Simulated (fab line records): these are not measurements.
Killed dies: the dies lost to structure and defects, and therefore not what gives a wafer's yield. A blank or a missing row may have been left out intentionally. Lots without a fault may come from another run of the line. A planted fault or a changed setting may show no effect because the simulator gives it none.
Check for tools in common ; flow rit cmos ; 42 wafers sampled across 14 lots

## REASON FOR OPENING
At RIT_FOX1_THK_MEAS_01 the reading FOX1_OXIDE_THK is flagged on 2 of 14 lots. No-fault wafers: 345 nm, standard deviation 5.8.
Rule: flag the lot when none of its wafers has a number, or when each of its wafers that has one lies beyond 4 standard deviations from that mean. The other lots count as sound.

lot;measured;on;FOX1_OXIDE_THK (nm), wafer by wafer;flag
L264;day 1 23:30;film metro-03;347 349 343;
L266;day 2 10:11;film metro-04;344 346 342;
L267;day 2 13:37;film metro-02;345 350 340;
L268;day 2 20:33;film metro-03;350 347 345;
L269;day 3 01:01;film metro-03;355 353 347;
L270;day 3 05:15;film metro-04;345 346 341;
L271;day 3 12:37;film metro-02;346 348 341;
L274;day 4 05:05;film metro-02;335 335 334;
L275;day 4 09:37;film metro-04;344 343 346;
L277;day 4 19:48;film metro-02;215 216 222;FLAGGED
L279;day 5 06:23;film metro-02;224 222 232;FLAGGED
L284;day 6 03:32;film metro-02;347 347 347;
L286;day 6 14:25;film metro-04;346 347 353;
L285;day 6 14:26;film metro-02;367 354 357;
The numbers of the flagged lots are 222 nm on average: -123 nm against the usual, or -21 standard deviations.

## WHICH TOOL EACH LOT WENT THROUGH
The record holds 1 process step before the reading, out of a route of 202 steps. Cell contents, in order: the tool; ch with the chambers the sampled wafers went through; the start.
lot;flag;RIT_FOX1_OXIDATION_00
L264;;furnace-04 ch 0, day 1 22:11
L266;;furnace-04 ch 0, day 2 08:51
L267;;furnace-04 ch 0, day 2 12:18
L268;;furnace-04 ch 0, day 2 19:13
L269;;furnace-04 ch 0, day 2 23:41
L270;;furnace-03 ch 0, day 3 03:56
L271;;furnace-04 ch 0, day 3 11:18
L274;;furnace-04 ch 0, day 4 03:46
L275;;furnace-03 ch 0, day 4 08:19
L277;FLAGGED;furnace-03 ch 0, day 4 18:28
L279;FLAGGED;furnace-03 ch 0, day 5 05:05
L284;;furnace-04 ch 0, day 6 02:13
L286;;furnace-01 ch 0, day 6 13:06
L285;;furnace-01 ch 0, day 6 13:06
What the steps here do:
- RIT_FOX1_OXIDATION_00: target thk 350.7 nm, ox time 1130 s.
- RIT_FOX1_THK_MEAS_01

## FLAGGED AGAINST TOTAL, ONE TOOL AT A TIME (gauges that did the reading follow at the end)
step;tool;lots run;flagged;share of the flagged lots;sound lots run after its first flagged lot
RIT_FOX1_OXIDATION_00;furnace-01;2;0;none;-
RIT_FOX1_OXIDATION_00;furnace-03;4;2;all;0
RIT_FOX1_OXIDATION_00;furnace-04;8;0;none;-
RIT_FOX1_THK_MEAS_01;film metro-02;7;2;all;2 (L284,L285)
RIT_FOX1_THK_MEAS_01;film metro-03;3;0;none;-
RIT_FOX1_THK_MEAS_01;film metro-04;4;0;none;-

## WHAT IS ALLOWED BY THE TABLE
furnace-03 at RIT_FOX1_OXIDATION_00 and film metro-02 at RIT_FOX1_THK_MEAS_01 are the 2 rows of the table that ran each flagged lot.
- furnace-03 at RIT_FOX1_OXIDATION_00: 2 of its 4 lots flagged. Last sound lot L275 at day 4 08:19, first flagged lot L277 at day 4 18:28; a fault beginning in between fits.
- film metro-02 at RIT_FOX1_THK_MEAS_01: 2 of its 7 lots flagged. Lots that were sound ran on it after the first flagged one (L284, L285); a persistent fault on the entire tool would not allow that.
Left over: one tool, furnace-03 at RIT_FOX1_OXIDATION_00.

## WHAT HAD BEEN PUT IN BY THE SIMULATOR
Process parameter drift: furnace-03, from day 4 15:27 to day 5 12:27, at RIT_FOX1_OXIDATION_00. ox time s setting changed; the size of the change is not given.
Struck lots among those shown: L277, L279. The rule above reached the same finding.
